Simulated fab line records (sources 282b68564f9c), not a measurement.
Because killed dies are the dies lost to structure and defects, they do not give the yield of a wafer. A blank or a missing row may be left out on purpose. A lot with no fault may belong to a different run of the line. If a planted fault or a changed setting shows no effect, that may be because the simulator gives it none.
Comparing a struck lot with a sound one | flow ritCmos | 15 steps out of a route of 202
Sound: these wafers, L691.1, L691.3, L691.5. Wafers struck: L694.1, L694.2, L694.5. The cause comes at the end.
Per side, at each step with rows, come the tool, then ch with its chambers, and then its first start. Under that, the readings that differ: sound wafers | struck wafers | difference of the means | sigmas: that difference in standard deviations of wafers without a fault.
alike: readings with means less than 2 such deviations apart, plus words and numbers identical on both sides. not compared: withheld readings, readings lacking a value on some wafer, bounds such as >300 that could conceal the same value, and numbers that have no deviation in the record and whose values overlap.
A row with sigmas, a row that says differs or no value, or rows on one side alone: a step with any of these is where the two part. Non-overlapping numbers with no deviation appear without sigmas and do not part them. A reading missing from all wafers of one side parts the sides only when that side holds two or more wafers.

first, 4 steps without rows for these wafers: RIT_NWELL_SOFTBAKE_02 (time 60 s); RIT_NWELL_EXPOSE_03 (exposes mask M2, target cd 43900 nm); RIT_NWELL_PEB_04; RIT_NWELL_DEVELOP_05 (develop time 68 s).
RIT_NWELL_OVL_MEAS_06:
  sound: overlay-02 at day 2 02:08; struck: overlay-02 at day 2 18:05
  alike: NWELL_OVL
then, 2 steps without rows for these wafers: RIT_NWELL_HARDBAKE_07 (time 120 s); RIT_NWELL_IMPLANT_08.
RIT_NWELL_STRIP_09: strips in O2, time 180 s.
  sound on plasmaAsher-01 ch 0, day 2 02:34; struck on plasmaAsher-02 ch 0,1, day 2 18:31
  alike: drypumpMotorCurrentA
  not compared: rfHoursCounterH
RIT_NWELL_TW_MEAS_10:
  sound: filmMetro-04 at day 2 02:44; struck: filmMetro-02 at day 2 18:41
reading  | sound          | struck         | difference | sigmas
NWELL_TW | 2133 2148 2145 | 2086 2101 2100 | -46        | -2
then, 3 steps without rows for these wafers: RIT_PWELL_HMDS_00 (prime time 60 s); RIT_PWELL_COAT_01 (resist thk 1300 nm); RIT_PWELL_SOFTBAKE_02 (time 60 s).
RIT_PWELL_EXPOSE_03: exposes mask M3, target cd 43700 nm.
  sound on ilineStepper-02 ch 0, day 2 03:22; struck on ilineStepper-01 ch 0, day 2 19:20
reading | sound          | struck                  | difference | sigmas
mask    | M3#0 M3#0 M3#0 | M3_R1#0 M3_R1#0 M3_R1#0 | differs    | 
after that, 1 step had no rows for these wafers: RIT_PWELL_PEB_04.
RIT_M1_PROBE_99:
  sound: prober-01 at day 3 19:26; struck: prober-01 at day 4 09:53
reading                             | sound             | struck            | difference | sigmas
model.etest.wellEdgeLeft.lineOhmUm  | 180.5 184.5 180.2 | 189.8 189.1 189.9 | +7.9       | 
model.etest.wellEdgeRight.lineOhmUm | 184.9 181.9 183.2 | 189.3 188.2 189.6 | +5.7       | 
model.etest.isoNwellNwell.bvV (V)   | 22.11 22.08 21.98 | 21.89 21.71 21.72 | -0.28      | 
  alike: killedAtContacts, killedAtFrontEnd, killedDies, killedOnRim, killedOpen, killedShort

WHERE THEY PART
Last at RIT_PWELL_EXPOSE_03 as far as this record goes, first at RIT_NWELL_TW_MEAS_10. Later steps at which nothing parts them and some readings are alike: RIT_M1_PROBE_99.

WHY: whatever the simulator had introduced
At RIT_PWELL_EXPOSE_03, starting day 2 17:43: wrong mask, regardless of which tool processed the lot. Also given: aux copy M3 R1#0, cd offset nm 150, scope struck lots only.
